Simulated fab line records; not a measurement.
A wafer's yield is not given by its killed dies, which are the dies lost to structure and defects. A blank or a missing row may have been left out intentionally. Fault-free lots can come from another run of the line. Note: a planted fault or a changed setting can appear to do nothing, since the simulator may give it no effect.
Which tool was responsible?	flow berkeley_cmos170	15 lots, 45 wafers sampled, at 4 steps of a route of 331

## WHAT THE GAUGES READ, wafer by wafer
UCB170_SDANNEAL_RS_MEAS_02: measures by four-point-probe.
lot	measured	on	PSD_RS (ohm/sq)
L223	day 6 11:41	film_metro-02	75.24 75.06 74.93
L224	day 7 00:34	film_metro-02	75.12 75.42 75.43
L225	day 7 11:27	film_metro-02	75.85 75.75 75.51
L226	day 8 00:56	film_metro-03	75.90 75.85 75.16
L227	day 8 01:32	film_metro-04	75.33 75.10 75.04
L228	day 8 02:04	film_metro-04	75.53 75.74 75.74
L229	day 8 10:40	film_metro-02	75.66 75.76 75.71
L230	day 8 10:54	film_metro-03	75.41 75.16 75.09
L233	day 8 18:44	film_metro-02	75.59 75.37 75.57
L234	day 9 11:17	film_metro-03	83.83 83.56 83.72
L236	day 9 22:15	film_metro-04	83.97 83.66 83.62
L237	day 9 22:34	film_metro-03	84.61 84.78 84.41
L238	day 9 22:44	film_metro-04	75.47 75.64 75.48
L240	day 10 12:23	film_metro-03	74.97 75.11 75.41
L239	day 10 15:22	film_metro-03	75.47 75.69 75.01

UCB170_SDANNEAL_RS_MEAS_03: measures by four-point-probe.
lot	measured	on	NSD_RS (ohm/sq)
L223	day 6 11:48	film_metro-02	37.29 37.27 37.23
L224	day 7 00:41	film_metro-02	37.25 37.22 37.22
L225	day 7 11:34	film_metro-02	37.19 37.10 37.10
L226	day 8 01:04	film_metro-03	37.24 37.23 37.25
L227	day 8 01:40	film_metro-04	37.26 37.21 37.33
L228	day 8 02:11	film_metro-04	37.14 37.12 37.11
L229	day 8 10:47	film_metro-02	37.30 37.35 37.26
L230	day 8 11:01	film_metro-03	37.49 37.41 37.34
L233	day 8 18:51	film_metro-02	37.13 37.18 37.25
L234	day 9 11:24	film_metro-03	38.34 38.43 38.35
L236	day 9 22:22	film_metro-04	38.35 38.38 38.30
L237	day 9 22:41	film_metro-03	38.37 38.40 38.35
L238	day 9 22:51	film_metro-04	37.14 37.18 37.12
L240	day 10 12:30	film_metro-03	37.16 37.22 37.25
L239	day 10 15:29	film_metro-03	37.18 37.23 37.14

UCB170_SDANNEAL_RS_MEAS_04: measures by four-point-probe.
lot	measured	on	PLDD_RS (ohm/sq)
L223	day 6 11:55	film_metro-02	1029.4 1030.3 1030.1
L224	day 7 00:48	film_metro-02	1033.4 1031.4 1032.2
L225	day 7 11:41	film_metro-02	1032.1 1032.7 1033.6
L226	day 8 01:11	film_metro-03	1033.9 1031.9 1031.9
L227	day 8 01:47	film_metro-04	1027.8 1028.5 1031.4
L228	day 8 02:19	film_metro-04	1035.1 1031.9 1032.2
L229	day 8 10:54	film_metro-02	1027.3 1028.1 1026.2
L230	day 8 11:08	film_metro-03	1033.2 1035.4 1033.3
L233	day 8 18:58	film_metro-02	1026.8 1028.2 1031.2
L234	day 9 11:31	film_metro-03	1038.7 1038.1 1039.0
L236	day 9 22:29	film_metro-04	1041.0 1042.9 1040.6
L237	day 9 22:49	film_metro-03	1040.2 1041.8 1040.2
L238	day 9 22:58	film_metro-04	1033.3 1034.2 1033.6
L240	day 10 12:37	film_metro-03	1030.2 1027.8 1028.1
L239	day 10 15:36	film_metro-03	1032.2 1032.7 1031.4

## WHAT TOOL EACH LOT RAN ON (gives the tool, then ch and the chambers of the sampled wafers, and finally the start)
lot	UCB170_SDANNEAL_RTA_01
L223	rtp_anneal-02 ch 0, day 6 11:38
L224	rtp_anneal-01 ch 0, day 7 00:26
L225	rtp_anneal-02 ch 0, day 7 11:22
L226	rtp_anneal-01 ch 0, day 8 00:53
L227	rtp_anneal-02 ch 0, day 8 01:28
L228	rtp_anneal-02 ch 0, day 8 02:01
L229	rtp_anneal-02 ch 0, day 8 10:36
L230	rtp_anneal-01 ch 0, day 8 10:50
L233	rtp_anneal-02 ch 0, day 8 18:41
L234	rtp_anneal-01 ch 0, day 9 11:10
L236	rtp_anneal-01 ch 0, day 9 22:11
L237	rtp_anneal-01 ch 0, day 9 22:22
L238	rtp_anneal-02 ch 0, day 9 22:22
L240	rtp_anneal-02 ch 0, day 10 12:20
L239	rtp_anneal-02 ch 0, day 10 15:17
- UCB170_SDANNEAL_RTA_01: time 5 s.

## WHAT THE TOOLS THEMSELVES READ (means of the sampled wafers that have a number; where no wafer has one, the mark that the record gives instead)
UCB170_SDANNEAL_RTA_01.
lot	tool	lamp_power_pct (%)	wafer_temp_C_max
L223	rtp_anneal-02	42.5	1058.7
L224	rtp_anneal-01	39.5	1053.1
L225	rtp_anneal-02	42.5	1058.7
L226	rtp_anneal-01	39.5	1052.3
L227	rtp_anneal-02	42.5	1055.8
L228	rtp_anneal-02	42.5	1057.5
L229	rtp_anneal-02	42.4	1057.1
L230	rtp_anneal-01	39.4	1052.9
L233	rtp_anneal-02	42.5	1058.7
L234	rtp_anneal-01	37.8	1052.3
L236	rtp_anneal-01	37.7	1053.0
L237	rtp_anneal-01	37.7	1053.1
L238	rtp_anneal-02	42.5	1056.2
L240	rtp_anneal-02	42.5	1057.3
L239	rtp_anneal-02	42.5	1057.3

## THE ANSWER, worked out from the rows above alone
Rule: usual is defined by the lots themselves. Put in order of their means at a reading, lots are off if they are a third of the lots or fewer, leave a main group of 4 or more, and stand apart from it by a gap of 3 or more times the standard deviation of the main group's means; of several such gaps the widest counts. If all means in a main group match to the digits the tables above print for the reading, that group is not used. A lot without any number at a reading at which 4 lots or more have one is off too. Where the step has rows for the other lots, those lots are counted as sound. The gauges are gone through in route order, then the tools' own readings, and for those a lot's mean is taken as printed above. At the first step where some lot is off, the reading lying furthest off is the one used; lots without a number count as furthest.
Off: L234, L236, L237, seen at UCB170_SDANNEAL_RS_MEAS_02 (PSD_RS). Main group: mean 75.42 ohm/sq, sd 0.22.
A tool fits if, at a process step before that reading, it ran every lot that is off, and no sound lot after the first of them. The gauges at UCB170_SDANNEAL_RS_MEAS_02 are tried like those tools. One candidate fits, namely rtp_anneal-01 at UCB170_SDANNEAL_RTA_01. A fault onset in the window from L230 (day 8 10:50, its last sound lot) to L234 (day 9 11:10, its first lot off) fits.

## WHAT HAD BEEN PUT IN BY THE SIMULATOR
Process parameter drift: rtp_anneal-01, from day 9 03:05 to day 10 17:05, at UCB170_SDANNEAL_RTA_01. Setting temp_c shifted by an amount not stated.
Struck lots among those shown: L234, L236, L237. The same result came from the rule above.
